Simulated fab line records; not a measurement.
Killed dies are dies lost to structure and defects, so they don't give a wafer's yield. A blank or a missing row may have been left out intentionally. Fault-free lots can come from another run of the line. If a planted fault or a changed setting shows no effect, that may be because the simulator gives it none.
Which of the tools did it? ; flow rit-cmos ; 39 wafers from 13 lots sampled at 2 of the route's 202 steps

== WHAT EACH GAUGE READ, for each wafer ==
RIT_GATE_CD_MEAS_16: target cd 150 nm. Usual: cd-nm at 149.6 nm, with a standard deviation of 2.5.
lot;measured;on;cd-nm (nm);flag
L386;day 3 03:17;cd-sem-01;148.9 149.3 149.5;
L387;day 3 03:34;cd-sem-02;148.7 146.5 145.3;
L389;day 3 11:00;cd-sem-02;152.4 152.5 151.4;
L390;day 3 14:35;cd-sem-02;149.2 149.5 150.6;
L391;day 3 23:38;cd-sem-02;149.9 149.7 150.6;
L394;day 4 15:07;cd-sem-01;123.0 122.9 123.3;OFF
L395;day 4 19:11;cd-sem-01;150.5 148.1 148.0;
L402;day 6 03:47;cd-sem-02;151.4 152.7 152.7;
L403;day 6 11:43;cd-sem-02;150.9 152.6 149.6;
L405;day 6 17:45;cd-sem-01;151.6 151.4 152.8;
L406;day 6 23:15;cd-sem-02;152.3 152.5 153.1;
L407;day 7 07:04;cd-sem-02;145.3 146.5 147.1;
L408;day 7 12:10;cd-sem-02;151.1 150.7 151.0;

== EACH LOT AND THE TOOL THAT RAN IT (in order: tool; ch and the chambers of the sampled wafers; start) ==
lot;RIT_GATE_EXPOSE_13
L386;iline-stepper-02 ch 0, day 3 02:53
L387;iline-stepper-02 ch 0, day 3 03:01
L389;iline-stepper-02 ch 0, day 3 10:36
L390;iline-stepper-02 ch 0, day 3 14:11
L391;iline-stepper-02 ch 0, day 3 23:14
L394;iline-stepper-01 ch 0, day 4 14:43
L395;iline-stepper-02 ch 0, day 4 18:47
L402;iline-stepper-02 ch 0, day 6 03:22
L403;iline-stepper-01 ch 0, day 6 11:19
L405;iline-stepper-01 ch 0, day 6 17:11
L406;iline-stepper-01 ch 0, day 6 22:51
L407;iline-stepper-01 ch 0, day 7 06:40
L408;iline-stepper-02 ch 0, day 7 11:46
- RIT_GATE_EXPOSE_13: exposes mask M6, target cd 150 nm.

== WHAT THE TOOLS THEMSELVES READ (means of the sampled wafers that have a number; where no wafer has one, the mark that the record gives instead) ==
RIT_GATE_EXPOSE_13. Usual: stage-vel-mm-s 500.01 mm/s, standard deviation 0.24.
lot;tool;stage-vel-mm-s (mm/s);flag
L386;iline-stepper-02;499.77;
L387;iline-stepper-02;499.84;
L389;iline-stepper-02;500.24;
L390;iline-stepper-02;500.17;
L391;iline-stepper-02;499.87;
L394;iline-stepper-01;500.16;
L395;iline-stepper-02;499.99;
L402;iline-stepper-02;499.74;
L403;iline-stepper-01;500.00;
L405;iline-stepper-01;500.11;
L406;iline-stepper-01;500.03;
L407;iline-stepper-01;500.09;
L408;iline-stepper-02;499.94;

== THE ANSWER, worked out from the rows above alone ==
Rule: a lot is off if the mean of its wafers that have a number lies more than 3 standard deviations from the usual mean. A lot without any number at a reading at which 4 lots or more have one is off too. Any other lot the step has rows for is counted as sound. First the gauges in route order, then the tools' own readings, where a lot's mean is used as printed above. The first step at which some lot is off is used, and at that step the reading that is off furthest; a lot without a number counts as furthest.
Off: L394, at RIT_GATE_CD_MEAS_16 (cd-nm).
If a tool, at a process step before that reading, ran all the lots that are off and no sound lot after the first of them, it fits. Gauges at RIT_GATE_CD_MEAS_16: tried the same way as those tools. Not one of the candidates tried fits.

== WHAT THE SIMULATOR HAD PUT IN ==
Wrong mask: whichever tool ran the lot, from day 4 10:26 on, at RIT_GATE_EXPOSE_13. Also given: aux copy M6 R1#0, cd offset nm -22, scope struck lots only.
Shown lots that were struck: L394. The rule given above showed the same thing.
